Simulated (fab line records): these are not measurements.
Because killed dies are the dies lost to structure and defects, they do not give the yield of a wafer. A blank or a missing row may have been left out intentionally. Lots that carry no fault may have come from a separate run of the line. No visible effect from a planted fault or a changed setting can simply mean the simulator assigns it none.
One fault through the eyes of 2 desks + flow rit cmos + what lay behind the numbers comes last; until then each desk has only its own

TOOL OWNER'S DESK, furnace-01
The tool's own readings at RIT_GATE_OXIDATION_05 (target thk 3 nm, ox time 270 s): means of the sampled wafers that have a number, for each lot that ran on this tool. Marked OUT: a lot whose mean sits more than 4 standard deviations from the usual mean, which makes it out of limits; the brackets give that distance.
Columns: A = spike tc centre C at RIT_GATE_OXIDATION_05, usual 902.5 C; B = spike tc load C at RIT_GATE_OXIDATION_05, usual 924 C; C = spike tc source C at RIT_GATE_OXIDATION_05, usual 923.8 C; D = tube center temp C at RIT_GATE_OXIDATION_05, usual 900 C; E = tube_center_temp_C_max at RIT_GATE_OXIDATION_05, usual 902.4
| lot  | first seen here | A               | B   | C                | D                     | E               |
|------|-----------------|-----------------|-----|------------------|-----------------------|-----------------|
| L910 | day 2 15:59     | 902.8           | 923 | 922.6            | 900                   | 902.7           |
| L912 | day 3 03:04     | 917.5 (+14) OUT | 937 | 938.6 (+11) OUT  | 915 (+99 or more) OUT | 917.5 (+37) OUT |
| L914 | day 3 20:06     | 917.6 (+14) OUT | 936 | 937.5 (+9.8) OUT | 915 (+99 or more) OUT | 917.5 (+37) OUT |
| L915 | day 3 20:06     | 917.4 (+14) OUT | 937 | 937.0 (+9.5) OUT | 915 (+99 or more) OUT | 917.2 (+36) OUT |
| L926 | day 6 02:58     | 902.6           | 922 | 921.7            | 900                   | 902.4           |
| L930 | day 6 21:58     | 903.0           | 923 | 922.8            | 900                   | 902.2           |
This desk's verdict: out of limits on L912, L914, L915, starting with L912 at day 3 03:04 (spike tc centre C at RIT_GATE_OXIDATION_05). L910, L926, L930 stayed within limits.

METROLOGY DESK
What the gauges read for every lot (on any tool): the sampled wafers with a number, averaged. Marked OUT: a lot whose mean sits more than 4 standard deviations from the usual mean, which makes it out of limits; the brackets give that distance.
Columns: A = GATE_OXIDE_THK at RIT_GATE_THK_MEAS_07, usual 3.02 nm
| lot  | first seen here | A              |
|------|-----------------|----------------|
| L909 | day 2 14:59     | 3.12           |
| L910 | day 2 18:03     | 3.05           |
| L912 | day 3 06:22     | 3.68 (+11) OUT |
| L913 | day 3 08:14     | 3.04           |
| L915 | day 3 21:26     | 3.69 (+11) OUT |
| L914 | day 3 21:28     | 3.67 (+10) OUT |
| L920 | day 5 03:59     | 3.04           |
| L923 | day 5 13:15     | 3.00           |
| L925 | day 5 23:02     | 2.92           |
| L926 | day 6 04:33     | 3.10           |
| L927 | day 6 07:43     | 3.03           |
| L928 | day 6 10:43     | 2.99           |
| L930 | day 7 02:56     | 3.08           |
| L931 | day 7 06:24     | 2.97           |
| L932 | day 7 15:36     | 3.08           |
Finding of this desk: L912, L914, L915 out of limits, first seen on L912 at day 3 06:22 (GATE_OXIDE_THK at RIT_GATE_THK_MEAS_07). L909, L910, L913, L920, L923, L925, L926, L927, L928, L930, L931, L932 stayed within limits.

PUT TOGETHER
On L912, L914, L915, at day 3 03:04, an alarm was possible from the tool owner's desk.
An alarm was possible from the metrology desk at day 3 06:22, on L912, L914, L915.
The lots listed all ran RIT_GATE_OXIDATION_05 on furnace-01.

WHAT THE SIMULATOR HAD PUT IN
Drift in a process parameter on furnace-01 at RIT_GATE_OXIDATION_05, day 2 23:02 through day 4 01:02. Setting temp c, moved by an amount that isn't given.
Lots struck among those shown: L912, L914, L915.
Time in hours from fault onset to the first out-of-limits reading at each desk: tool owner's desk 4, metrology desk 7.
